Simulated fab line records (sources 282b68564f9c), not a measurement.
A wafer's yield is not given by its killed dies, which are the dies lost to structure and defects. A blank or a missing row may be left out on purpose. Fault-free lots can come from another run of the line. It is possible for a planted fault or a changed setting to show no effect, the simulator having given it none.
fab line records + flow rit_cmos
[record]
- lots = 5
- wafers = 15
- last_day = 8
route steps=202 shown CONTACT@172 M1@184
lots that met no fault: from a run of the same line without faults
start_h: the number of hours between the record's first day and the start of the first shown wafer of the lot + wait_h: time in hours since the lot's previous step + " identical to the entry in the row above + L1.1+2: several wafers, shown together as one row + - no value, or no start given + * or withheld: withheld + < > ~ a bound
route shown NAME@n: a module of which the file shows steps, and the number in the route of the first + usual: mean/standard deviation of fault-free wafers + same: alike in all rows + chamber/n: place in a boat + sites: each site's reading + _std_site: the values' standard deviation + _edge_site: outer sites' mean less inner sites' + radius_mm: for every site, how far away it sits from the centre of the wafer + mask NAME#n: copy n + behind: the most recent tool/chamber to have shaped the wafer + hold: what put the lot on hold/how long, in hours/how the hold closed + device: whichever transistor did not switch (one of n, p or np) + end of line: the route-end tests of the same wafers + step lacking rows: just its recipe + killed: dies that structure and defects cost at the first sort, which is not the same as the wafer's yield + map: the dies of a wafer, with x for killed, . for not killed, _ for no die there
set.NAME: the setting that was run; set.NAME@STEP: the one run at that earlier step + model.NAME: the simulator's own value behind a step, which no gauge read
a table for each step, a row for each wafer; lots at some steps of the route
services: the hour from which a tool's chamber was out of use, counted from the record's first day as start_h (under 0 if before that day), plus the number of hours and why
[[steps]]
[step RIT_CONTACT_SOFTBAKE_04]
[recipe]
- resist = NOVOLAK
- temp_c = 90
- time_s = 60
[step RIT_CONTACT_EXPOSE_05]
[recipe]
- mask_id = M11
- na = 0.6
- source_shape = conventional
- sigma_outer = 0.5
- target_cd_nm = 1000
- dose_mj = 250
[step RIT_CONTACT_PEB_06]
[recipe]
- resist = NOVOLAK
- temp_c = withheld
- time_s = withheld
[step RIT_CONTACT_DEVELOP_07]
[recipe]
- resist = NOVOLAK
- develop_time_s = 120
- dev_temp_c = 23
[step RIT_CONTACT_CD_MEAS_08]
[recipe]
- target_cd_nm = 1000
[usual]
- cd_nm = 999.7/2.4
| lot.wafer | tool      | chamber | start_h | wait_h | cd_nm  |
|-----------|-----------|---------|---------|--------|--------|
| L206.2    | cd_sem-02 | -       | 62.78   | -      | 1003.7 |
| L206.3    | "         | -       | "       | "      | 1002.3 |
| L206.5    | "         | -       | "       | "      | 1002.8 |
| L216.1    | cd_sem-01 | -       | 107.89  | -      | 999.2  |
| L216.2    | "         | -       | "       | "      | 997.9  |
| L216.5    | "         | -       | "       | "      | 996.3  |
| L222.4    | cd_sem-02 | -       | 140.29  | -      | 997.8  |
| L222.5    | "         | -       | "       | "      | 998.4  |
| L222.6    | "         | -       | "       | "      | 997.6  |
| L228.1    | cd_sem-02 | -       | 183.58  | -      | 1001.9 |
| L228.4    | "         | -       | "       | "      | 1001.4 |
| L228.5    | "         | -       | "       | "      | 1000.4 |
| L229.1    | cd_sem-02 | -       | 189.93  | -      | 999.1  |
| L229.4    | "         | -       | "       | "      | 1000.3 |
| L229.6    | "         | -       | "       | "      | 999.5  |
[step RIT_CONTACT_OVL_MEAS_09]
[usual]
- CONTACT_OVL = -1.0/1.5
| lot.wafer | tool       | chamber | start_h | wait_h | CONTACT_OVL[nm] |
|-----------|------------|---------|---------|--------|-----------------|
| L206.2    | overlay-01 | -       | 62.89   | 0.1    | -1.1            |
| L206.3    | "          | -       | "       | "      | -1.4            |
| L206.5    | "          | -       | "       | "      | 0.6             |
| L216.1    | overlay-01 | -       | 108.01  | 0.1    | 0.1             |
| L216.2    | "          | -       | "       | "      | 0.2             |
| L216.5    | "          | -       | "       | "      | 2.4             |
| L222.4    | overlay-01 | -       | 140.37  | 0.1    | 1.4             |
| L222.5    | "          | -       | "       | "      | 2.4             |
| L222.6    | "          | -       | "       | "      | -2.4            |
| L228.1    | overlay-02 | -       | 183.70  | 0.1    | -3.4            |
| L228.4    | "          | -       | "       | "      | -0.2            |
| L228.5    | "          | -       | "       | "      | -1.5            |
| L229.1    | overlay-01 | -       | 190.05  | 0.1    | -3.3            |
| L229.4    | "          | -       | "       | "      | -2.2            |
| L229.6    | "          | -       | "       | "      | -2.2            |
[step RIT_CONTACT_HARDBAKE_10]
[recipe]
- resist = NOVOLAK
- temp_c = 140
- time_s = 60
[step RIT_CONTACT_ETCH_11]
[recipe]
- target_depth_a = 4800
- over_etch_frac = 0.2
- stop_on = TiSi2
- chemistry = CHF3/CF4/Ar
- target = SiO2
- CHF3_flow_sccm = 50
- cf4_flow_sccm = 10
- Ar_flow_sccm = 100
- O2_flow_sccm = 5
- pressure_mtorr = 100
- rf_w = 200
- time_s = 320
[usual]
- drypump_motor_current_A = 5.4/0.43
- oes_product_au = 0.984/0.018
- rf_fwd_power_W = 199.5/0.64
- throttle_valve_pct = 8.88/0.14
| lot.wafer | tool        | chamber | start_h | wait_h | drypump_motor_current_A | oes_product_au | rf_fwd_power_W | rf_hours_counter_h | throttle_valve_pct |
|-----------|-------------|---------|---------|--------|-------------------------|----------------|----------------|--------------------|--------------------|
| L206.2    | rie_diel-01 | 1       | 63.07   | 0.1    | 4.8                     | 0.965          | 200.5          | 7                  | 8.97               |
| L206.3    | "           | 2       | "       | "      | 6.8                     | 0.984          | 199.9          | 118                | 9.03               |
| L206.5    | "           | 0       | "       | "      | 5.4                     | 1.006          | 199.6          | -                  | 8.75               |
| L216.1    | rie_diel-03 | 1       | 108.20  | 0.1    | 5.3                     | 0.973          | 198.0          | 0                  | 9.08               |
| L216.2    | "           | 3       | "       | "      | 5.8                     | 1.008          | 199.5          | 101                | 8.86               |
| L216.5    | "           | 3       | "       | "      | 5.8                     | 1.014          | 199.3          | -                  | 8.85               |
| L222.4    | rie_diel-03 | 2       | 140.53  | 0.1    | 5.1                     | 0.955          | 198.9          | 3                  | 8.96               |
| L222.5    | "           | 2       | "       | "      | 5.1                     | 0.962          | 199.3          | -                  | 8.94               |
| L222.6    | "           | 1       | "       | "      | 5.3                     | 0.978          | 200.2          | -                  | 9.10               |
| L228.1    | rie_diel-02 | 1       | 183.88  | 0.1    | 5.4                     | 0.990          | 199.2          | 45                 | 8.87               |
| L228.4    | "           | 2       | "       | "      | 4.7                     | 1.008          | 199.0          | -                  | 8.94               |
| L228.5    | "           | 1       | "       | "      | 5.4                     | 0.989          | 199.6          | -                  | 8.86               |
| L229.1    | rie_diel-01 | 1       | 190.23  | 0.1    | 4.8                     | 0.959          | 200.0          | 9                  | 8.99               |
| L229.4    | "           | 2       | "       | "      | 6.8                     | 0.977          | 198.5          | 120                | 9.04               |
| L229.6    | "           | 3       | "       | "      | 5.9                     | 0.968          | 199.6          | -                  | 8.69               |
[step RIT_CONTACT_STRIP_12]
[recipe]
- chemistry = O2
- time_s = 180
- resist = NOVOLAK
- platen_temp_c = withheld
- power_w = 500
- pressure_mtorr = 4000
- o2_flow_sccm = 4000
[usual]
- drypump_motor_current_A = 5.86/0.2
| lot.wafer | tool            | chamber | start_h | wait_h | drypump_motor_current_A | rf_hours_counter_h |
|-----------|-----------------|---------|---------|--------|-------------------------|--------------------|
| L206.2    | plasma_asher-02 | 1       | 63.26   | 0.1    | 5.57                    | 40                 |
| L206.3    | "               | 0       | "       | "      | 5.80                    | -                  |
| L206.5    | "               | 0       | "       | "      | 5.81                    | -                  |
| L216.1    | plasma_asher-04 | 0       | 108.39  | 0.1    | 5.79                    | 48                 |
| L216.2    | "               | 1       | "       | "      | 5.91                    | 48                 |
| L216.5    | "               | 0       | "       | "      | 5.78                    | -                  |
| L222.4    | plasma_asher-02 | 1       | 140.79  | 0.2    | 5.65                    | -                  |
| L222.5    | "               | 0       | "       | "      | 5.81                    | -                  |
| L222.6    | "               | 1       | "       | "      | 5.66                    | -                  |
| L228.1    | plasma_asher-04 | 1       | 184.08  | 0.1    | 5.87                    | 6                  |
| L228.4    | "               | 1       | "       | "      | 5.88                    | -                  |
| L228.5    | "               | 0       | "       | "      | 5.78                    | -                  |
| L229.1    | plasma_asher-02 | 0       | 190.43  | 0.1    | 5.80                    | 51                 |
| L229.4    | "               | 1       | "       | "      | 5.66                    | -                  |
| L229.6    | "               | 1       | "       | "      | 5.63                    | -                  |
[step RIT_CONTACT_CD_MEAS_90]
[recipe]
- target_cd_nm = 1000
[usual]
- cd_nm = 999.7/2.4
| lot.wafer | tool      | chamber | start_h | wait_h | cd_nm  |
|-----------|-----------|---------|---------|--------|--------|
| L206.2    | cd_sem-02 | -       | 63.46   | 0.1    | 1003.5 |
| L206.3    | "         | -       | "       | "      | 1001.9 |
| L206.5    | "         | -       | "       | "      | 1003.1 |
| L216.1    | cd_sem-01 | -       | 108.57  | 0.1    | 998.7  |
| L216.2    | "         | -       | "       | "      | 998.4  |
| L216.5    | "         | -       | "       | "      | 996.7  |
| L222.4    | cd_sem-02 | -       | 140.96  | 0.1    | 997.7  |
| L222.5    | "         | -       | "       | "      | 998.2  |
| L222.6    | "         | -       | "       | "      | 997.8  |
| L228.1    | cd_sem-02 | -       | 184.25  | 0.1    | 1001.0 |
| L228.4    | "         | -       | "       | "      | 1000.8 |
| L228.5    | "         | -       | "       | "      | 1000.4 |
| L229.1    | cd_sem-02 | -       | 190.60  | 0.1    | 998.7  |
| L229.4    | "         | -       | "       | "      | 1000.7 |
| L229.6    | "         | -       | "       | "      | 1000.8 |
[step RIT_CONTACT_CLEAN_13]
[recipe]
- chemistry = SC1
- mix = 3:3:50
- time_s = 600
- temp_c = 75
[step RIT_CONTACT_CLEAN_14]
[recipe]
- chemistry = SC2
- mix = 3:3:50
- time_s = 600
- temp_c = 75
- dry = n2_spin
[step RIT_M1_SPUTTER_00]
[recipe]
- material = Al
- target_thk_nm = 400
- power_w = 2000
- chamber_pressure_pa = 0.4
- gas = Ar
- time_s = 500
- substrate_temp_c = 25
[usual]
- chamber_pressure_pa = 0.4000/0.00082
- throttle_valve_pct = 30.2/1.1
| lot.wafer | tool           | chamber | start_h | wait_h | chamber_pressure_pa | throttle_valve_pct | model.Al_of_M1_SPUTTER_00.thk_nm |
|-----------|----------------|---------|---------|--------|---------------------|--------------------|----------------------------------|
| L206.2    | pvd_sputter-04 | -       | 63.92   | 0.0    | 0.4000              | 30.9               | 403.8                            |
| L206.3    | "              | -       | "       | "      | 0.3993              | 28.6               | 403.9                            |
| L206.5    | "              | -       | "       | "      | 0.3996              | 30.2               | 401.6                            |
| L216.1    | pvd_sputter-03 | -       | 109.05  | 0.0    | 0.4004              | 30.8               | 400.9                            |
| L216.2    | "              | -       | "       | "      | 0.3993              | 28.8               | 402.9                            |
| L216.5    | "              | -       | "       | "      | 0.4003              | 30.5               | 398.8                            |
| L222.4    | pvd_sputter-03 | -       | 141.39  | 0.0    | 0.4006              | 30.0               | 397.7                            |
| L222.5    | "              | -       | "       | "      | 0.4002              | 29.9               | 396.6                            |
| L222.6    | "              | -       | "       | "      | 0.3990              | 28.8               | 357.8                            |
| L228.1    | pvd_sputter-01 | -       | 184.76  | 0.0    | 0.4014              | 29.6               | 400.7                            |
| L228.4    | "              | -       | "       | "      | 0.3992              | 32.2               | 399                              |
| L228.5    | "              | -       | "       | "      | 0.4004              | 29.4               | 399.6                            |
| L229.1    | pvd_sputter-04 | -       | 191.07  | 0.0    | 0.4003              | 31.3               | 400.6                            |
| L229.4    | "              | -       | "       | "      | 0.4000              | 29.6               | 408.5                            |
| L229.6    | "              | -       | "       | "      | 0.3996              | 31.0               | 402.6                            |
[step RIT_M1_RS_MEAS_01]
[recipe]
- thk_meas_gauge = four-point-probe
- reads = Al_of_M1_SPUTTER_00
[usual]
- M1_AL_RS = 0.0735/0.00083
| lot.wafer | tool          | chamber | start_h | wait_h | M1_AL_RS[ohm/sq] |
|-----------|---------------|---------|---------|--------|------------------|
| L206.2    | film_metro-04 | -       | 64.24   | 0.2    | 0.0726           |
| L206.3    | "             | -       | "       | "      | 0.0728           |
| L206.5    | "             | -       | "       | "      | 0.0731           |
| L216.1    | film_metro-03 | -       | 109.35  | 0.1    | 0.0734           |
| L216.2    | "             | -       | "       | "      | 0.0731           |
| L216.5    | "             | -       | "       | "      | 0.0737           |
| L222.4    | film_metro-03 | -       | 141.74  | 0.2    | 0.0741           |
| L222.5    | "             | -       | "       | "      | 0.0741           |
| L222.6    | "             | -       | "       | "      | 0.0824           |
| L228.1    | film_metro-03 | -       | 185.05  | 0.1    | 0.0735           |
| L228.4    | "             | -       | "       | "      | 0.0737           |
| L228.5    | "             | -       | "       | "      | 0.0737           |
| L229.1    | film_metro-04 | -       | 191.37  | 0.1    | 0.0733           |
| L229.4    | "             | -       | "       | "      | 0.0718           |
| L229.6    | "             | -       | "       | "      | 0.0729           |
[step RIT_M1_THK_MEAS_02]
[recipe]
- thk_meas_gauge = xrf
- reads = Al_of_M1_SPUTTER_00
[usual]
- M1_AL_THK = 400/4.7
| lot.wafer | tool          | chamber | start_h | wait_h | M1_AL_THK[nm] |
|-----------|---------------|---------|---------|--------|---------------|
| L206.2    | film_metro-04 | -       | 64.35   | 0.1    | 405           |
| L206.3    | "             | -       | "       | "      | 405           |
| L206.5    | "             | -       | "       | "      | 404           |
| L216.1    | film_metro-03 | -       | 109.47  | 0.1    | 399           |
| L216.2    | "             | -       | "       | "      | 401           |
| L216.5    | "             | -       | "       | "      | 397           |
| L222.4    | film_metro-03 | -       | 141.83  | 0.1    | 396           |
| L222.5    | "             | -       | "       | "      | 398           |
| L222.6    | "             | -       | "       | "      | 357           |
| L228.1    | film_metro-03 | -       | 185.17  | 0.1    | 398           |
| L228.4    | "             | -       | "       | "      | 400           |
| L228.5    | "             | -       | "       | "      | 399           |
| L229.1    | film_metro-04 | -       | 191.49  | 0.1    | 401           |
| L229.4    | "             | -       | "       | "      | 407           |
| L229.6    | "             | -       | "       | "      | 405           |
[step RIT_M1_HMDS_03]
[recipe]
- prime_time_s = 60
- prime_temp_c = 140
[step RIT_M1_COAT_04]
[recipe]
- resist = NOVOLAK
- spin_rpm = 2000
- resist_thk_nm = 1300
[step RIT_M1_SOFTBAKE_05]
[recipe]
- resist = NOVOLAK
- temp_c = 90
- time_s = 60
[step RIT_M1_EXPOSE_06]
[recipe]
- mask_id = M12
- na = 0.6
- source_shape = conventional
- sigma_outer = 0.5
- target_cd_nm = 2600
- dose_mj = 250
[step RIT_M1_PEB_07]
[recipe]
- resist = NOVOLAK
- temp_c = withheld
- time_s = withheld
[step RIT_M1_DEVELOP_08]
[recipe]
- resist = NOVOLAK
- develop_time_s = 68
- dev_temp_c = 23
[step RIT_M1_CD_MEAS_09]
[recipe]
- target_cd_nm = 2600
[usual]
- cd_nm = 2599.5/2.1
| lot.wafer | tool      | chamber | start_h | wait_h | cd_nm  |
|-----------|-----------|---------|---------|--------|--------|
| L206.2    | cd_sem-01 | -       | 65.59   | -      | 2602.1 |
| L206.3    | "         | -       | "       | "      | 2601.5 |
| L206.5    | "         | -       | "       | "      | 2600.9 |
| L216.1    | cd_sem-01 | -       | 110.53  | -      | 2601.0 |
| L216.2    | "         | -       | "       | "      | 2601.5 |
| L216.5    | "         | -       | "       | "      | 2601.2 |
| L222.4    | cd_sem-02 | -       | 142.80  | -      | 2598.5 |
| L222.5    | "         | -       | "       | "      | 2598.1 |
| L222.6    | "         | -       | "       | "      | 2596.5 |
| L228.1    | cd_sem-02 | -       | 186.32  | -      | 2598.5 |
| L228.4    | "         | -       | "       | "      | 2598.7 |
| L228.5    | "         | -       | "       | "      | 2599.2 |
| L229.1    | cd_sem-02 | -       | 192.44  | -      | 2597.5 |
| L229.4    | "         | -       | "       | "      | 2597.9 |
| L229.6    | "         | -       | "       | "      | 2600.6 |
[step RIT_M1_OVL_MEAS_10]
[usual]
- M1_OVL = 0.0/1.4
| lot.wafer | tool       | chamber | start_h | wait_h | M1_OVL[nm] |
|-----------|------------|---------|---------|--------|------------|
| L206.2    | overlay-02 | -       | 65.69   | 0.1    | -0.1       |
| L206.3    | "          | -       | "       | "      | -1.7       |
| L206.5    | "          | -       | "       | "      | -4.4       |
| L216.1    | overlay-02 | -       | 110.65  | 0.1    | -0.6       |
| L216.2    | "          | -       | "       | "      | -0.6       |
| L216.5    | "          | -       | "       | "      | -2.8       |
| L222.4    | overlay-01 | -       | 142.88  | 0.1    | 0.1        |
| L222.5    | "          | -       | "       | "      | -1.1       |
| L222.6    | "          | -       | "       | "      | -1.4       |
| L228.1    | overlay-02 | -       | 186.44  | 0.1    | 0.4        |
| L228.4    | "          | -       | "       | "      | 0.7        |
| L228.5    | "          | -       | "       | "      | -2.2       |
| L229.1    | overlay-01 | -       | 192.56  | 0.1    | -1.0       |
| L229.4    | "          | -       | "       | "      | -0.2       |
| L229.6    | "          | -       | "       | "      | -0.4       |
[step RIT_M1_HARDBAKE_11]
[recipe]
- resist = NOVOLAK
- temp_c = 140
- time_s = 120
[step RIT_M1_METAL_ETCH_12]
[recipe]
- stop_on = SiO2
- chemistry = Cl2/BCl3
- target = Al
- time_s = 165
- over_etch_frac = 0.5
- pressure_mtorr = 100
- target_depth_a = 6000
- rf_w = 250
- Cl2_flow_sccm = 60
- bcl3_flow_sccm = 50
[usual]
- drypump_motor_current_A = 5.71/0.26
- oes_product_au = 0.781/0.011
- rf_fwd_power_W = 249.0/0.73
- throttle_valve_pct = 8.26/0.13
| lot.wafer | tool         | chamber | start_h | wait_h | drypump_motor_current_A | oes_product_au | rf_fwd_power_W | rf_hours_counter_h | throttle_valve_pct |
|-----------|--------------|---------|---------|--------|-------------------------|----------------|----------------|--------------------|--------------------|
| L206.2    | rie_metal-02 | 0       | 65.97   | 0.2    | 5.36                    | 0.773          | 249.4          | 2.5                | 8.39               |
| L206.3    | "            | 0       | "       | "      | 5.38                    | 0.767          | 249.5          | -                  | 8.40               |
| L206.5    | "            | 1       | "       | "      | 6.05                    | 0.781          | 249.8          | -                  | 8.06               |
| L216.1    | rie_metal-03 | 0       | 110.94  | 0.2    | 5.19                    | 0.779          | 248.8          | 1.1                | 8.43               |
| L216.2    | "            | 1       | "       | "      | 5.82                    | 0.789          | 247.9          | 1.1                | 8.32               |
| L216.5    | "            | 0       | "       | "      | 5.21                    | 0.771          | 248.7          | -                  | 8.44               |
| L222.4    | rie_metal-03 | 1       | 143.31  | 0.2    | 5.80                    | 0.782          | 248.5          | -                  | 8.33               |
| L222.5    | "            | 1       | "       | "      | 5.81                    | 0.789          | 248.6          | -                  | 8.34               |
| L222.6    | "            | 1       | "       | "      | 5.84                    | 0.742          | 249.2          | -                  | 8.35               |
| L228.1    | rie_metal-03 | 1       | 186.73  | 0.2    | 5.81                    | 0.796          | 248.9          | 2.3                | 8.33               |
| L228.4    | "            | 1       | "       | "      | 5.84                    | 0.782          | 248.3          | -                  | 8.33               |
| L228.5    | "            | 1       | "       | "      | 5.83                    | 0.785          | 249.3          | -                  | 8.33               |
| L229.1    | rie_metal-01 | 1       | 192.84  | 0.2    | 5.56                    | 0.790          | 248.5          | 5.2                | 8.12               |
| L229.4    | "            | 0       | "       | "      | 5.84                    | 0.790          | 249.6          | -                  | 8.26               |
| L229.6    | "            | 1       | "       | "      | 5.59                    | 0.786          | 248.8          | -                  | 8.11               |
[step RIT_M1_STRIP_13]
[recipe]
- chemistry = nmp
- resist = NOVOLAK
- temp_c = 80
- time_s = 600
- dry = n2_spin
[step RIT_M1_PROBE_99]
[usual]
- defect_limited_yield = 97.5/1
- killed_at_contacts = 0.0/0.22
- killed_at_front_end = 6.6/2.7
- killed_dies = 6.7/2.7
- killed_open = 3.4/2
- killed_short = 3.2/1.8
- sort_bin_3_pad_short = 0.1/0.23
- sort_bin_5_function = 1.4/0.68
- sort_bin_6_memory = 1.0/0.62
- sort_n_pass = 257.3/2.7
- sort_yield_pct = 97.5/1
[same]
- gross_dies = 264
- killed_at_M0_to_M3 = 0
- killed_at_M4_up = 0
- killed_at_back_side = 0
- killed_at_other = 0
| lot.wafer | tool      | chamber | start_h | wait_h | defect_limited_yield[%] | killed_at_contacts | killed_at_front_end | killed_dies | killed_open | killed_short | sort_bin_3_pad_short[%] | sort_bin_5_function[%] | sort_bin_6_memory[%] | sort_n_pass | sort_yield_pct[%] | model.etest.m1.rs_ohm_sq |
|-----------|-----------|---------|---------|--------|-------------------------|--------------------|---------------------|-------------|-------------|--------------|-------------------------|------------------------|----------------------|-------------|-------------------|--------------------------|
| L206.2    | prober-02 | -       | 68.29   | 0.1    | 98.5                    | 0                  | 4                   | 4           | 3           | 1            | 0                       | 0.4                    | 1.1                  | 260.0       | 98.5              | 0.07201                  |
| L206.3    | prober-02 | -       | 68.34   | 0.2    | 97.0                    | 0                  | 8                   | 8           | 2           | 6            | 0                       | 1.1                    | 1.9                  | 256.0       | 97.0              | 0.07126                  |
| L206.5    | prober-02 | -       | 68.44   | 0.2    | 97.7                    | 0                  | 6                   | 6           | 3           | 3            | 0                       | 1.5                    | 0.8                  | 258.0       | 97.7              | 0.07231                  |
| L216.1    | prober-02 | -       | 113.21  | 0.1    | 96.6                    | 0                  | 9                   | 9           | 5           | 3            | 0.4                     | 1.9                    | 1.1                  | 255.0       | 96.6              | 0.07257                  |
| L216.2    | prober-02 | -       | 113.26  | 0.1    | 97.7                    | 0                  | 6                   | 6           | 4           | 2            | 0                       | 1.9                    | 0.4                  | 258.0       | 97.7              | 0.07203                  |
| L216.5    | prober-02 | -       | 113.41  | 0.2    | 95.8                    | 0                  | 11                  | 11          | 3           | 7            | 0.8                     | 1.5                    | 1.9                  | 253.0       | 95.8              | 0.07231                  |
| L222.4    | prober-02 | -       | 146.81  | 0.2    | 97.7                    | 0                  | 6                   | 6           | 5           | 1            | 0                       | 1.9                    | 0.4                  | 258.0       | 97.7              | 0.07286                  |
| L222.5    | prober-02 | -       | 146.86  | 0.2    | 97.7                    | 1                  | 5                   | 6           | 4           | 2            | 0                       | 1.1                    | 1.1                  | 258.0       | 97.7              | 0.07312                  |
| L222.6    | prober-02 | -       | 146.91  | 0.2    | 98.1                    | 0                  | 5                   | 5           | 2           | 3            | 0                       | 1.1                    | 0.8                  | 259.0       | 98.1              | 0.08131                  |
| L228.1    | prober-02 | -       | 189.16  | 0.1    | 97.7                    | 0                  | 6                   | 6           | 5           | 1            | 0                       | 1.5                    | 0.8                  | 258.0       | 97.7              | 0.07229                  |
| L228.4    | prober-02 | -       | 189.31  | 0.2    | 98.1                    | 0                  | 5                   | 5           | 2           | 3            | 0                       | 1.9                    | 0                    | 259.0       | 98.1              | 0.07292                  |
| L228.5    | prober-02 | -       | 189.36  | 0.2    | 97.0                    | 0                  | 8                   | 8           | 4           | 4            | 0                       | 1.9                    | 1.1                  | 256.0       | 97.0              | 0.07272                  |
| L229.1    | prober-01 | -       | 195.09  | 0.1    | 97.7                    | 0                  | 6                   | 6           | 2           | 4            | 0                       | 1.1                    | 1.1                  | 258.0       | 97.7              | 0.07243                  |
| L229.4    | prober-01 | -       | 195.24  | 0.2    | 97.3                    | 0                  | 7                   | 7           | 6           | 1            | 0                       | 1.9                    | 0.8                  | 257.0       | 97.3              | 0.07139                  |
| L229.6    | prober-01 | -       | 195.34  | 0.2    | 97.7                    | 0                  | 6                   | 6           | 4           | 2            | 0                       | 1.9                    | 0.4                  | 258.0       | 97.7              | 0.07171                  |
// killed by level:class
L206.2 SPACER:geometric_particle:open=2 FOX2:geometric_particle:short=1 GATE:geometric_particle:open=1
L206.3 GATE:geometric_particle:short=4 GATE:geometric_particle:open=2 REOX:geometric_particle:short=1 SILICIDE:geometric_particle:short=1
L206.5 SPACER:geometric_particle:short=2 SILICIDE:geometric_particle:open=2 SPACER:geometric_particle:open=1 SILICIDE:geometric_particle:short=1
L216.1 FOX1:geometric_particle:open=2 GATE:geometric_particle:short=2 GATE:geometric_particle:open=1 REOX:geometric_particle:open=1 SPACER:geometric_particle:open=1 SILICIDE:geometric_particle:short=1 NSD:coat_microbubble_printed=1
L216.2 GATE:geometric_particle:open=3 FOX1:geometric_particle:short=1 SILICIDE:geometric_particle:short=1 SILICIDE:geometric_particle:open=1
L216.5 GATE:geometric_particle:short=4 FOX1:geometric_particle:short=2 GATE:geometric_particle:open=1 REOX:geometric_particle:open=1 SPACER:geometric_particle:open=1 SILICIDE:geometric_particle:short=1 NSD:coat_microbubble_printed=1
L222.4 GATE:geometric_particle:open=4 FOX2:geometric_particle:open=1 SILICIDE:geometric_particle:short=1
L222.5 GATE:geometric_particle:open=2 FOX2:geometric_particle:short=1 FOX2:geometric_particle:open=1 REOX:geometric_particle:open=1 CONTACT:geometric_particle:short=1
L222.6 SILICIDE:geometric_particle:short=2 GATE:geometric_particle:open=1 GATE:geometric_particle:short=1 SILICIDE:geometric_particle:open=1
L228.1 GATE:geometric_particle:open=2 SPACER:geometric_particle:open=2 FOX1:geometric_particle:open=1 FOX2:geometric_particle:short=1
L228.4 ACTIVE:geometric_particle:short=1 GATE:geometric_particle:open=1 GATE:geometric_particle:short=1 SPACER:geometric_particle:open=1 SILICIDE:geometric_particle:short=1
L228.5 FOX1:geometric_particle:short=1 FOX2:geometric_particle:short=1 GATE:geometric_particle:open=1 GATE:geometric_particle:short=1 REOX:geometric_particle:open=1 SPACER:geometric_particle:short=1 SPACER:geometric_particle:open=1 SILICIDE:geometric_particle:open=1
L229.1 GATE:geometric_particle:open=2 SPACER:geometric_particle:short=2 FOX1:geometric_particle:short=1 GATE:geometric_particle:short=1
L229.4 GATE:geometric_particle:open=5 FOX1:geometric_particle:short=1 FOX1:geometric_particle:open=1
L229.6 FOX1:geometric_particle:open=3 REOX:geometric_particle:short=2 GATE:geometric_particle:open=1
[[services]]
| tool            | chamber | start_h | hours | kind           |
|-----------------|---------|---------|-------|----------------|
| pvd_sputter-03  | -       | 41.38   | 1.9   | repair         |
| pvd_sputter-01  | -       | 54.47   | 1.4   | repair         |
| rie_diel-03     | 2       | 55.07   | 1.8   | repair         |
| rie_diel-02     | 3       | 55.30   | 32.9  | repair         |
| rie_diel-03     | 1       | 81.68   | -     | clean          |
| rie_diel-03     | 1       | 81.68   | 24.8  | scheduled_down |
| rie_diel-03     | 1       | 81.68   | 24.8  | vent_cycle     |
| plasma_asher-02 | -       | 83.87   | 14.6  | pm             |
| rie_diel-02     | 0       | 89.08   | 2.4   | repair         |
| rie_metal-01    | -       | 90.10   | 0.4   | repair         |
| plasma_asher-04 | -       | 108.75  | 9.0   | pm             |
| plasma_asher-04 | 0       | 108.75  | 9.0   | vent_cycle     |
| plasma_asher-04 | 1       | 108.75  | 9.0   | vent_cycle     |
| pvd_sputter-03  | -       | 117.07  | 1.3   | repair         |
| plasma_asher-04 | 0       | 117.75  | -     | clean          |
| plasma_asher-04 | 1       | 117.75  | -     | clean          |
| pvd_sputter-01  | -       | 125.82  | 12.2  | repair         |
| rie_metal-02    | -       | 125.88  | 1.9   | repair         |
| pvd_sputter-01  | -       | 145.75  | 1.8   | repair         |
| plasma_asher-04 | -       | 146.74  | 1.6   | repair         |
| rie_metal-01    | 1       | 153.16  | 5.3   | repair         |
| rie_metal-01    | -       | 166.61  | 0.3   | repair         |
| plasma_asher-02 | -       | 171.97  | 1.6   | repair         |
| rie_diel-02     | -       | 181.56  | 0.3   | repair         |
[[key]]
[first_sign]
- step = RIT_M1_RS_MEAS_01
- reading = M1_AL_RS
- direction = up
- sigmas = 11
- usual = 0.0735
- struck = 0.0824
[effect]
- step = RIT_M1_THK_MEAS_02
- reading = M1_AL_THK
- direction = down
- sigmas = 9.2
- usual = 400
- struck = 357
[effect]
- step = RIT_M1_METAL_ETCH_12
- reading = oes_product_au
- direction = down
- sigmas = 3.7
- usual = 0.781
- struck = 0.742
[model_effect]
- step = RIT_M1_SPUTTER_00
- value = Al_of_M1_SPUTTER_00.thk_nm
- without = 393.4
- struck = 357.8
[model_effect]
- step = RIT_M1_PROBE_99
- value = etest.m1.rs_ohm_sq
- without = 0.07398
- struck = 0.08131
met_at RIT_M1_SPUTTER_00
struck_wafers L222.6
onset_between 109.05 141.39
[fault]
- kind = process_parameter_drift
- tool = pvd_sputter-03
- chamber = -
- onset_h = 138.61
- steps = RIT_M1_SPUTTER_00
- channel = target_thk_nm
- offset = -35.561
- shape = step
- end_h = 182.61
- acts_in = these_recipes_only
- stated = 400
- scope = struck_wafers_only
